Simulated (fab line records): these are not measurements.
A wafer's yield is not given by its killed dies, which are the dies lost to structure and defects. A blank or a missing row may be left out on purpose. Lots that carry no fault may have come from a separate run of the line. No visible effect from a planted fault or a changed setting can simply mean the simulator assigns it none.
What tool caused it? ; flow rit_cmos ; Sampling: 14 lots, 42 wafers, 3 of 202 route steps

## WHAT THE GAUGES SHOWED, per wafer
RIT_SDANNEAL_RS_MEAS_05: measures by four-point-probe.
lot;measured;on;NSD_RS (ohm/sq)
L717;day 3 15:24;film_metro-03;84.0 83.7 83.8
L718;day 3 19:02;film_metro-03;84.3 84.0 83.9
L719;day 4 02:10;film_metro-03;83.4 83.8 83.8
L720;day 4 06:16;film_metro-01;84.7 84.3 84.8
L721;day 4 10:13;film_metro-03;84.4 84.2 84.4
L722;day 4 19:43;film_metro-01;84.6 84.2 84.3
L724;day 4 22:57;film_metro-03;84.3 84.7 84.3
L725;day 5 11:44;film_metro-02;84.3 84.9 84.7
L727;day 5 15:44;film_metro-02;84.3 84.5 84.5
L729;day 5 23:37;film_metro-02;84.4 83.9 84.3
L734;day 7 06:22;film_metro-03;84.1 84.2 84.0
L735;day 7 08:45;film_metro-01;84.7 84.9 84.6
L736;day 7 12:46;film_metro-01;84.2 84.4 84.5
L738;day 7 21:06;film_metro-02;84.6 84.6 84.6

## EACH LOT AND THE TOOL THAT RAN IT (in order: tool; ch and the chambers of the sampled wafers; start)
lot;RIT_GATE_SOFTBAKE_12;RIT_SDANNEAL_RTA_03
L717;litho_track-03 ch 0, day 3 01:49;rtp_anneal-02 ch 0, day 3 15:14
L718;litho_track-02 ch 0, day 3 05:09;rtp_anneal-02 ch 0, day 3 18:51
L719;litho_track-03 ch 0, day 3 12:22;rtp_anneal-02 ch 0, day 4 01:59
L720;litho_track-02 ch 0, day 3 13:54;rtp_anneal-01 ch 0, day 4 06:05
L721;litho_track-03 ch 0, day 3 18:47;rtp_anneal-02 ch 0, day 4 10:01
L722;litho_track-02 ch 0, day 4 03:53;rtp_anneal-02 ch 0, day 4 19:32
L724;litho_track-02 ch 0, day 4 06:26;rtp_anneal-01 ch 0, day 4 22:46
L725;litho_track-04 ch 0, day 4 17:43;rtp_anneal-02 ch 0, day 5 11:34
L727;litho_track-04 ch 0, day 5 01:08;rtp_anneal-02 ch 0, day 5 15:34
L729;litho_track-04 ch 0, day 5 08:05;rtp_anneal-02 ch 0, day 5 23:24
L734;litho_track-02 ch 0, day 6 15:42;rtp_anneal-01 ch 0, day 7 06:11
L735;litho_track-02 ch 0, day 6 17:18;rtp_anneal-02 ch 0, day 7 08:34
L736;litho_track-03 ch 0, day 6 20:38;rtp_anneal-01 ch 0, day 7 12:35
L738;litho_track-04 ch 0, day 7 07:06;rtp_anneal-01 ch 0, day 7 20:52
- RIT_GATE_SOFTBAKE_12: time 60 s.
- RIT_SDANNEAL_RTA_03: time 5 s.

## AS READ BY THE TOOLS THEMSELVES (means over the sampled wafers that have a number; for cases with no such wafer, the mark the record gives instead)
RIT_GATE_SOFTBAKE_12.
lot;tool;heater_power_total_W (W);plate_temp_C (C)
L717;litho_track-03;34.55;89.96
L718;litho_track-02;34.61;90.03
L719;litho_track-03;34.54;90.08
L720;litho_track-02;34.52;89.99
L721;litho_track-03;34.52;89.86
L722;litho_track-02;34.51;89.98
L724;litho_track-02;34.57;89.96
L725;litho_track-04;34.60;90.09
L727;litho_track-04;34.60;90.13
L729;litho_track-04;34.55;90.14
L734;litho_track-02;34.20;89.31
L735;litho_track-02;34.17;89.11
L736;litho_track-03;34.58;89.95
L738;litho_track-04;34.54;90.11

RIT_SDANNEAL_RTA_03.
lot;tool;anneal_temp_c_max;ramp_up_c_per_s;wafer_temp_C_max
L717;rtp_anneal-02;1054.1;341.98;1052.8
L718;rtp_anneal-02;1053.0;342.05;1053.7
L719;rtp_anneal-02;1053.5;342.02;1053.1
L720;rtp_anneal-01;1056.7;341.99;1053.6
L721;rtp_anneal-02;1054.3;341.93;1053.1
L722;rtp_anneal-02;1053.2;341.93;1053.5
L724;rtp_anneal-01;1056.9;342.00;1054.4
L725;rtp_anneal-02;1054.1;341.95;1054.0
L727;rtp_anneal-02;1054.7;342.01;1052.9
L729;rtp_anneal-02;1054.3;341.98;1053.3
L734;rtp_anneal-01;1056.8;342.05;1053.0
L735;rtp_anneal-02;1054.3;342.02;1054.2
L736;rtp_anneal-01;1055.4;342.00;1053.0
L738;rtp_anneal-01;1056.4;342.03;1052.9

## THE ANSWER, worked out from the rows above alone
Rule: the usual values come from the lots themselves. Put in order of their means at a reading, lots are off if they are a third of the lots or fewer, leave a main group of 4 or more, and stand apart from it by a gap of 3 or more times the standard deviation of the main group's means; of several such gaps the widest counts. A main group is skipped when, at the precision printed for the reading in the tables above, its means are all equal. Also off: a lot with no number at a reading for which 4 or more lots have one. Where the step has rows for the other lots, those lots are counted as sound. First the gauges in route order, then the tools' own readings, where a lot's mean is used as printed above. The first step at which some lot is off is used, and at that step the reading that is off furthest; a lot without a number counts as furthest.
Off, at RIT_GATE_SOFTBAKE_12 on heater_power_total_W: L734, L735. Main group: mean 34.56 W, sd 0.033.
A tool fits if, at that step or a process step before it, it ran every lot that is off, and no sound lot after the first of them. One fits: litho_track-02 at RIT_GATE_SOFTBAKE_12. A fault onset in the window from L724 (day 4 06:26, its last sound lot) to L734 (day 6 15:42, its first lot off) fits.
The tool's own readings at RIT_GATE_SOFTBAKE_12 bear it out: on the lots that are off they differ by more than 5 times the standard deviation of the sound lots' means. heater_power_total_W reads 34.19 W there against 34.56 W on the sound lots; plate_temp_C reads 89.21 C there against 90.02 C on the sound lots.

## WHAT THE SIMULATOR PUT IN
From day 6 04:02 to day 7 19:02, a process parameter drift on litho_track-02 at RIT_GATE_SOFTBAKE_12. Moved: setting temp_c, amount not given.
Shown lots that were struck: L734, L735. The rule given above showed the same thing.
